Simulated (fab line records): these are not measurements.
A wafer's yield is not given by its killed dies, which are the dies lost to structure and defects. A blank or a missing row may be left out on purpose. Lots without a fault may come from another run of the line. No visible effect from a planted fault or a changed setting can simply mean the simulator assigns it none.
fab line records + flow ritCmos
record
- lots=12
- wafers=36
- lastDay=7
route steps=202 shown ACTIVE@4 M1@202
lots untouched by any fault: they come from a run of this same line in which no faults occurred
startH: hours from the record's opening day to when the first of the lot's shown wafers began + waitH: hours since the lot's step before + " unchanged from the row above + L1.1+2: a row that stands for several wafers + - no value present, or no start provided + * or withheld: withheld + < > ~ a bound
route shown NAME@n: a module of which the file shows steps, and the number in the route of the first + usual: the fault-free wafers' mean and standard deviation + same: alike in all rows + chamber/n: place in a boat + sites: the reading at each site + _std_site: the values' standard deviation + _edge_site: inner sites' mean taken away from outer sites' mean + radiusMm: for every site, how far away it sits from the centre of the wafer + mask NAME#n: copy n + behind: the most recent tool/chamber to have shaped the wafer + hold: what put the lot on hold/how long, in hours/how the hold closed + device: the transistor (n, p or np) that didn't switch + end of line: at the end of the route, the tests of the same wafers + a step with no rows: only its recipe + killed: at the first sort, the dies lost to defects and structure; wafer yield is something else + map: per-die view of a wafer (x killed, . not killed, _ where there is no die)
set.NAME: setting as actually run; set.NAME@STEP: the setting as run at that earlier step + model.NAME: the simulator's own value behind a step, which no gauge read
steps of the route over a sample of lots; a table a step, a row a wafer
services: the hour from which a tool's chamber was out of use, counted from the record's first day as startH (under 0 if before that day), plus the number of hours and why
## steps
# step RIT_ACTIVE_CVD_03
# recipe
- material=Si3N4
- targetThkNm=150
- tempC=810
- precursor=SiH2Cl2/NH3
- timeS=1500
- pressureMtorr=300
- sih2cl2FlowSccm=60
- nh3FlowSccm=150
# usual
- spikeTcCentreC=811.9/1.5
- spikeTcLoadC=835.6/2
- spikeTcSourceC=834.0/1.5
- susceptorTempC=810.00/0.3
| lot.wafer | tool     | chamber | startH | waitH | spikeTcCentreC | spikeTcLoadC | spikeTcSourceC | susceptorTempC |
|-----------|----------|---------|--------|-------|----------------|--------------|----------------|----------------|
| L553.4    | lpcvd-01 | 1       | 13.40  | 0.0   | 810.8          | 835.1        | 834.3          | 810.20         |
| L553.5    | "        | 1       | "      | "     | 810.6          | 836.7        | 834.9          | 809.68         |
| L553.6    | "        | 1       | "      | "     | 811.1          | 834.5        | 834.7          | 810.24         |
| L554.2    | lpcvd-01 | 0       | 19.04  | 0.4   | 810.9          | 836.7        | 834.7          | 809.38         |
| L554.5    | "        | 0       | "      | "     | 809.7          | 835.8        | 834.9          | 809.65         |
| L554.6    | "        | 0       | "      | "     | 808.7          | 835.1        | 833.7          | 809.67         |
| L555.1    | lpcvd-02 | 1       | 23.40  | 0.1   | 809.6          | 835.8        | 837.0          | 810.03         |
| L555.2    | "        | 1       | "      | "     | 810.5          | 836.1        | 833.6          | 810.30         |
| L555.4    | "        | 1       | "      | "     | 811.6          | 838.6        | 835.4          | 809.68         |
| L556.3    | lpcvd-02 | 1       | 27.88  | 0.0   | 811.4          | 837.5        | 834.8          | 809.73         |
| L556.4    | "        | 1       | "      | "     | 811.6          | 836.8        | 834.0          | 810.26         |
| L556.6    | "        | 1       | "      | "     | 811.4          | 837.0        | 834.3          | 810.07         |
| L557.1    | lpcvd-01 | 1       | 32.36  | 0.1   | 811.1          | 836.2        | 831.8          | 810.08         |
| L557.4    | "        | 1       | "      | "     | 810.0          | 837.0        | 834.3          | 810.48         |
| L557.5    | "        | 1       | "      | "     | 810.8          | 837.0        | 834.3          | 810.02         |
| L559.2    | lpcvd-02 | 1       | 44.18  | 0.0   | 824.2          | 846.4        | 847.5          | 809.11         |
| L559.3    | "        | 1       | "      | "     | 822.4          | 849.0        | 847.8          | 809.83         |
| L559.5    | "        | 1       | "      | "     | 822.3          | 848.3        | 847.9          | 809.51         |
| L562.2    | lpcvd-01 | 1       | 59.23  | 0.1   | 814.2          | 838.0        | 834.1          | 810.13         |
| L562.5    | "        | 1       | "      | "     | 812.7          | 836.3        | 835.1          | 810.24         |
| L562.6    | "        | 1       | "      | "     | 812.8          | 835.4        | 834.7          | 809.67         |
| L563.1    | lpcvd-01 | 1       | 63.63  | 0.1   | 812.8          | 835.9        | 834.9          | 809.83         |
| L563.3    | "        | 1       | "      | "     | 812.8          | 836.2        | 833.5          | 809.90         |
| L563.4    | "        | 1       | "      | "     | 810.3          | 837.3        | 834.6          | 809.56         |
| L569.1    | lpcvd-01 | 1       | 93.56  | 0.1   | 812.9          | 837.6        | 834.2          | 810.02         |
| L569.2    | "        | 1       | "      | "     | 811.7          | 835.8        | 833.8          | 809.92         |
| L569.6    | "        | 1       | "      | "     | 808.9          | 837.1        | 832.9          | 810.32         |
| L573.2    | lpcvd-01 | 1       | 112.44 | 0.0   | 813.6          | 836.9        | 834.7          | 809.48         |
| L573.4    | "        | 1       | "      | "     | 811.5          | 836.5        | 835.5          | 809.92         |
| L573.5    | "        | 1       | "      | "     | 812.0          | 835.9        | 834.2          | 809.78         |
| L575.1    | lpcvd-01 | 1       | 122.97 | 0.1   | 810.3          | 834.6        | 832.3          | 810.21         |
| L575.4    | "        | 1       | "      | "     | 808.7          | 836.5        | 835.6          | 810.05         |
| L575.5    | "        | 1       | "      | "     | 811.9          | 836.9        | 832.2          | 809.92         |
| L576.1    | lpcvd-01 | 1       | 127.97 | 0.1   | 811.1          | 838.2        | 833.4          | 809.58         |
| L576.3    | "        | 1       | "      | "     | 812.0          | 836.3        | 834.6          | 809.73         |
| L576.4    | "        | 1       | "      | "     | 809.2          | 837.1        | 833.9          | 810.32         |
# step RIT_ACTIVE_THK_MEAS_04
# recipe
- reads=Si3N4_of_ACTIVE_CVD_03
# usual
- ACTIVE_NITRIDE_THK=150.2/1.2
| lot.wafer | tool         | chamber | startH | waitH | ACTIVE_NITRIDE_THK[nm] |
|-----------|--------------|---------|--------|-------|------------------------|
| L553.4    | filmMetro-02 | -       | 14.85  | 0.0   | 152.2                  |
| L553.5    | "            | -       | "      | "     | 153.3                  |
| L553.6    | "            | -       | "      | "     | 151.1                  |
| L554.2    | filmMetro-03 | -       | 20.47  | 0.0   | 148.5                  |
| L554.5    | "            | -       | "      | "     | 148.0                  |
| L554.6    | "            | -       | "      | "     | 147.3                  |
| L555.1    | filmMetro-04 | -       | 24.82  | 0.0   | 149.3                  |
| L555.2    | "            | -       | "      | "     | 148.6                  |
| L555.4    | "            | -       | "      | "     | 148.8                  |
| L556.3    | filmMetro-02 | -       | 29.32  | 0.0   | 149.3                  |
| L556.4    | "            | -       | "      | "     | 149.7                  |
| L556.6    | "            | -       | "      | "     | 149.6                  |
| L557.1    | filmMetro-04 | -       | 33.78  | 0.0   | 150.3                  |
| L557.4    | "            | -       | "      | "     | 149.4                  |
| L557.5    | "            | -       | "      | "     | 150.5                  |
| L559.2    | filmMetro-03 | -       | 46.31  | 0.0   | 186.8                  |
| L559.3    | "            | -       | "      | "     | 188.1                  |
| L559.5    | "            | -       | "      | "     | 187.3                  |
| L562.2    | filmMetro-04 | -       | 60.66  | 0.0   | 148.8                  |
| L562.5    | "            | -       | "      | "     | 149.3                  |
| L562.6    | "            | -       | "      | "     | 149.2                  |
| L563.1    | filmMetro-03 | -       | 65.05  | 0.0   | 149.6                  |
| L563.3    | "            | -       | "      | "     | 151.0                  |
| L563.4    | "            | -       | "      | "     | 150.8                  |
| L569.1    | filmMetro-04 | -       | 94.98  | 0.0   | 150.4                  |
| L569.2    | "            | -       | "      | "     | 151.2                  |
| L569.6    | "            | -       | "      | "     | 150.9                  |
| L573.2    | filmMetro-03 | -       | 113.87 | 0.0   | 150.7                  |
| L573.4    | "            | -       | "      | "     | 149.7                  |
| L573.5    | "            | -       | "      | "     | 150.5                  |
| L575.1    | filmMetro-04 | -       | 124.39 | 0.0   | 149.6                  |
| L575.4    | "            | -       | "      | "     | 150.8                  |
| L575.5    | "            | -       | "      | "     | 151.0                  |
| L576.1    | filmMetro-03 | -       | 129.38 | 0.0   | 147.3                  |
| L576.3    | "            | -       | "      | "     | 148.7                  |
| L576.4    | "            | -       | "      | "     | 148.6                  |
# step RIT_ACTIVE_ETCH_13
# recipe
- stopOn=SiO2
- chemistry=SF6
- target=Si3N4
- timeS=210
- overEtchFrac=0.4
- SF6_flow_sccm=200
- pressureMtorr=260
- rfW=125
- targetDepthA=2100
# usual
- drypumpMotorCurrentA=5.6/0.53
- oesProductAu=0.815/0.014
- throttleValvePct=7.49/0.13
| lot.wafer | tool       | chamber | startH | waitH | drypumpMotorCurrentA | oesProductAu | rfHoursCounterH | throttleValvePct |
|-----------|------------|---------|--------|-------|----------------------|--------------|-----------------|------------------|
| L553.4    | rieDiel-04 | 1       | 16.52  | 0.1   | 5.6                  | 0.817        | 132             | 7.75             |
| L553.5    | "          | 3       | "      | "     | 6.8                  | 0.844        | -               | 7.41             |
| L553.6    | "          | 2       | "      | "     | 6.0                  | 0.812        | -               | 7.52             |
| L554.2    | rieDiel-04 | 3       | 21.76  | 0.1   | 6.7                  | 0.831        | 84              | 7.41             |
| L554.5    | "          | 3       | "      | "     | 6.7                  | 0.822        | -               | 7.41             |
| L554.6    | "          | 0       | "      | "     | 5.7                  | 0.815        | -               | 7.47             |
| L555.1    | rieDiel-04 | 3       | 26.12  | 0.1   | 6.8                  | 0.828        | 84              | 7.41             |
| L555.2    | "          | 0       | "      | "     | 5.8                  | 0.816        | 2               | 7.46             |
| L555.4    | "          | 2       | "      | "     | 6.0                  | 0.797        | 167             | 7.50             |
| L556.3    | rieDiel-01 | 0       | 30.60  | 0.1   | 5.4                  | 0.826        | 72              | 7.39             |
| L556.4    | "          | 2       | "      | "     | 5.3                  | 0.802        | 8               | 7.58             |
| L556.6    | "          | 0       | "      | "     | 5.4                  | 0.819        | -               | 7.38             |
| L557.1    | rieDiel-02 | 1       | 35.08  | 0.1   | 6.3                  | 0.791        | 23              | 7.64             |
| L557.4    | "          | 0       | "      | "     | 4.9                  | 0.788        | 5               | 7.23             |
| L557.5    | "          | 1       | "      | "     | 6.3                  | 0.799        | -               | 7.61             |
| L559.2    | rieDiel-02 | 3       | 47.59  | 0.1   | 5.5                  | 0.919        | 131             | 7.45             |
| L559.3    | "          | 2       | "      | "     | 5.1                  | 0.956        | 118             | 7.63             |
| L559.5    | "          | 1       | "      | "     | 6.3                  | 0.897        | -               | 7.62             |
| L562.2    | rieDiel-04 | 0       | 61.95  | 0.1   | 5.7                  | 0.814        | 3               | 7.48             |
| L562.5    | "          | 3       | "      | "     | 6.8                  | 0.825        | -               | 7.42             |
| L562.6    | "          | 2       | "      | "     | 6.0                  | 0.808        | -               | 7.52             |
| L563.1    | rieDiel-04 | 1       | 66.50  | 0.1   | 5.6                  | 0.822        | 133             | 7.77             |
| L563.3    | "          | 0       | "      | "     | 5.7                  | 0.829        | 3               | 7.47             |
| L563.4    | "          | 3       | "      | "     | 6.8                  | 0.822        | -               | 7.41             |
| L569.1    | rieDiel-02 | 0       | 96.28  | 0.1   | 4.9                  | 0.785        | 6               | 7.22             |
| L569.2    | "          | 2       | "      | "     | 5.2                  | 0.827        | 119             | 7.63             |
| L569.6    | "          | 1       | "      | "     | 6.3                  | 0.792        | -               | 7.63             |
| L573.2    | rieDiel-02 | 0       | 115.22 | 0.1   | 4.9                  | 0.794        | 6               | 7.23             |
| L573.4    | "          | 1       | "      | "     | 6.3                  | 0.791        | 25              | 7.63             |
| L573.5    | "          | 3       | "      | "     | 5.6                  | 0.815        | -               | 7.46             |
| L575.1    | rieDiel-02 | 1       | 125.69 | 0.1   | 6.3                  | 0.799        | 25              | 7.63             |
| L575.4    | "          | 3       | "      | "     | 5.5                  | 0.823        | 133             | 7.44             |
| L575.5    | "          | 0       | "      | "     | 4.9                  | 0.803        | -               | 7.22             |
| L576.1    | rieDiel-04 | 1       | 130.56 | 0.1   | 5.6                  | 0.802        | 134             | 7.75             |
| L576.3    | "          | 3       | "      | "     | 6.8                  | 0.828        | 87              | 7.39             |
| L576.4    | "          | 2       | "      | "     | 6.0                  | 0.815        | 1               | 7.51             |
# step RIT_M1_PROBE_99
# usual
- killed_at_M0_to_M3=0.0/0.12
- killedAtContacts=0.1/0.27
- killedAtFrontEnd=7/3.1
- killedDies=7/3.1
- killedOnRim=1.8/1.5
- killedOpen=3.3/2.1
- killedShort=3.5/2
# same
- grossDies=264
- killed_at_M4_up=0
- killedAtBackSide=0
- killedAtOther=0
| lot.wafer | tool      | chamber | startH | waitH | killed_at_M0_to_M3 | killedAtContacts | killedAtFrontEnd | killedDies | killedOnRim | killedOpen | killedShort |
|-----------|-----------|---------|--------|-------|--------------------|------------------|------------------|------------|-------------|------------|-------------|
| L559.2    | prober-02 | -       | 92.49  | 0.1   | 0                  | 0                | 7                | 7          | 2           | 4          | 3           |
| L559.3    | prober-02 | -       | 92.54  | 0.2   | 0                  | 0                | 11               | 11         | 6           | 3          | 8           |
| L559.5    | prober-02 | -       | 92.64  | 0.2   | 0                  | 0                | 11               | 11         | 3           | 4          | 7           |
| L563.1    | prober-02 | -       | 113.07 | 0.1   | 0                  | 0                | 5                | 5          | 2           | 2          | 2           |
| L563.3    | prober-02 | -       | 113.17 | 0.2   | 0                  | 0                | 3                | 3          | 0           | 2          | 1           |
| L563.4    | prober-02 | -       | 113.22 | 0.2   | 0                  | 0                | 4                | 4          | 2           | 1          | 3           |
# killed by level:class
L559.2 FOX1:geometricParticle:open=1 FOX1:geometricParticle:short=1 FOX2:geometricParticle:open=1 GATE:geometricParticle:open=1 REOX:geometricParticle:short=1 SILICIDE:geometricParticle:short=1 SILICIDE:geometricParticle:open=1
L559.3 FOX1:geometricParticle:short=2 FOX2:geometricParticle:short=2 REOX:geometricParticle:short=2 SPACER:geometricParticle:short=2 FOX1:geometricParticle:open=1 FOX2:geometricParticle:open=1 GATE:geometricParticle:open=1
L559.5 GATE:geometricParticle:short=4 GATE:geometricParticle:open=2 REOX:geometricParticle:short=2 SILICIDE:geometricParticle:open=2 FOX1:geometricParticle:short=1
L563.1 FOX2:geometricParticle:open=1 GATE:geometricParticle:short=1 REOX:geometricParticle:short=1 SILICIDE:geometricParticle:open=1 NRETRO:coatMicrobubblePrinted=1
L563.3 FOX1:geometricParticle:short=1 REOX:geometricParticle:open=1 SILICIDE:geometricParticle:open=1
L563.4 GATE:geometricParticle:short=2 GATE:geometricParticle:open=1 SPACER:geometricParticle:short=1
## services
| tool       | chamber | startH | hours | kind          |
|------------|---------|--------|-------|---------------|
| rieDiel-01 | 1       | -8.12  | 1.6   | repair        |
| rieDiel-02 | 2       | 7.61   | 2.0   | repair        |
| rieDiel-02 | 2       | 11.10  | 1.8   | repair        |
| rieDiel-04 | 1       | 47.57  | 5.1   | repair        |
| rieDiel-02 | 0       | 49.54  | 5.2   | repair        |
| lpcvd-02   | -       | 53.83  | 6.0   | pm            |
| rieDiel-02 | -       | 56.05  | 0.4   | repair        |
| rieDiel-04 | 2       | 63.02  | -     | clean         |
| rieDiel-04 | 2       | 63.02  | 15.6  | scheduledDown |
| rieDiel-04 | 2       | 63.02  | 15.6  | ventCycle     |
| rieDiel-01 | 3       | 63.98  | 7.8   | repair        |
| rieDiel-02 | -       | 64.35  | 0.7   | repair        |
| rieDiel-04 | 0       | 76.60  | 4.9   | repair        |
| rieDiel-04 | 1       | 82.63  | 4.9   | repair        |
| rieDiel-01 | 1       | 114.14 | 8.1   | repair        |
## key
firstSign
- step=RIT_ACTIVE_CVD_03
- reading=spikeTcSourceC
- direction=up
- sigmas=9.2
- usual=834.0
- struck=847.7
effect
- step=RIT_ACTIVE_CVD_03
- reading=spikeTcCentreC
- direction=up
- sigmas=7.3
- usual=811.9
- struck=823.0
effect
- step=RIT_ACTIVE_THK_MEAS_04
- reading=ACTIVE_NITRIDE_THK
- direction=up
- sigmas=30
- usual=150.2
- struck=187.4
effect
- step=RIT_ACTIVE_ETCH_13
- reading=oesProductAu
- direction=up
- sigmas=7.5
- usual=0.815
- struck=0.924
metAt RIT_ACTIVE_CVD_03
struckLots L559
struckWafers L559.2,L559.3,L559.5
testerLeftOut L559
onsetBetween 27.88 44.18
fault
- kind=processParameterDrift
- tool=lpcvd-02
- chamber=1
- onsetH=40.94
- steps=RIT_ACTIVE_CVD_03
- channel=tempC
- offset=*
- shape=step
- endH=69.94
- actsIn=*
- stated=*
# testerLeftOut: of these lots the tester's yield and bins aren't shown, on N5 and GAA mostly nor the transistor test; their killed dies are dies lost to structure and defects alone, not to doping, threshold or leakage, so they don't give the yield
